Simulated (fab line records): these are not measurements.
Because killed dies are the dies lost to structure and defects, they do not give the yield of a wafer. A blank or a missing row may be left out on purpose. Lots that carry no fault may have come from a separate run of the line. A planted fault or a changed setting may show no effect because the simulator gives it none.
Which tool did it? || flow berkeley-cmos170 || Sampling: 7 lots, 21 wafers, 3 of 331 route steps

== WHAT EACH GAUGE READ, for each wafer ==
UCB170_M3_RS_MEAS_02: measurement is done with a four-point probe.
{"lot": "L835", "measured": "day 9 22:29", "on": "film-metro-01", "M3_AL_RS (ohm/sq)": "0.0325 0.0321 0.0321"}
{"lot": "L831", "measured": "day 10 06:41", "on": "film-metro-04", "M3_AL_RS (ohm/sq)": "0.0323 0.0324 0.0324"}
{"lot": "L830", "measured": "day 10 05:56", "on": "film-metro-04", "M3_AL_RS (ohm/sq)": "0.0322 0.0321 0.0321"}
{"lot": "L836", "measured": "day 10 06:27", "on": "film-metro-01", "M3_AL_RS (ohm/sq)": "0.0320 0.0324 0.0320"}
{"lot": "L845", "measured": "day 12 07:48", "on": "film-metro-04", "M3_AL_RS (ohm/sq)": "0.0323 0.0321 0.0318"}
{"lot": "L849", "measured": "day 12 19:42", "on": "film-metro-04", "M3_AL_RS (ohm/sq)": "0.0317 0.0322 0.0317"}
{"lot": "L846", "measured": "day 12 21:35", "on": "film-metro-01", "M3_AL_RS (ohm/sq)": "0.0319 0.0325 0.0324"}

== WHICH TOOL RAN EACH LOT (tool, then ch and the chambers of the sampled wafers, then the start) ==
{"lot": "L835", "UCB170_V1_CMP_02": "cmp-02 ch 1,2, day 9 13:03", "UCB170_M3_SPUTTER_01": "pvd-sputter-01, day 9 22:20"}
{"lot": "L831", "UCB170_V1_CMP_02": "cmp-01 ch 0,1,3, day 9 18:24", "UCB170_M3_SPUTTER_01": "pvd-sputter-02, day 10 06:35"}
{"lot": "L830", "UCB170_V1_CMP_02": "cmp-02 ch 0,1,2, day 9 18:28", "UCB170_M3_SPUTTER_01": "pvd-sputter-02, day 10 05:49"}
{"lot": "L836", "UCB170_V1_CMP_02": "cmp-01 ch 0,2,3, day 9 18:51", "UCB170_M3_SPUTTER_01": "pvd-sputter-03, day 10 06:22"}
{"lot": "L845", "UCB170_V1_CMP_02": "cmp-01 ch 0,1, day 11 23:50", "UCB170_M3_SPUTTER_01": "pvd-sputter-02, day 12 07:43"}
{"lot": "L849", "UCB170_V1_CMP_02": "cmp-01 ch 0,1,3, day 12 10:51", "UCB170_M3_SPUTTER_01": "pvd-sputter-03, day 12 19:37"}
{"lot": "L846", "UCB170_V1_CMP_02": "cmp-02 ch 1,2,3, day 12 12:23", "UCB170_M3_SPUTTER_01": "pvd-sputter-03, day 12 21:31"}
- UCB170_V1_CMP_02: polishes SiO2.
- UCB170_M3_SPUTTER_01: material Al, target thk 900 nm, time 120 s.

== THE ANSWER, worked out from the rows above alone ==
Rule: the lots themselves supply what counts as usual. The widest of any qualifying gaps counts: lots, ordered by their means at a reading, are off when they make up no more than a third of the lots, leave a main group of 4 or more, and stand apart from it by 3 or more times the standard deviation of that group's means. If all means in a main group match to the digits the tables above print for the reading, that group is not used. A lot without any number at a reading at which 4 lots or more have one is off too. The other lots that the step has rows for count as sound.
No lot is off on any of the readings shown, so nothing can be concluded from this.

== WHAT THE SIMULATOR HAD PUT IN ==
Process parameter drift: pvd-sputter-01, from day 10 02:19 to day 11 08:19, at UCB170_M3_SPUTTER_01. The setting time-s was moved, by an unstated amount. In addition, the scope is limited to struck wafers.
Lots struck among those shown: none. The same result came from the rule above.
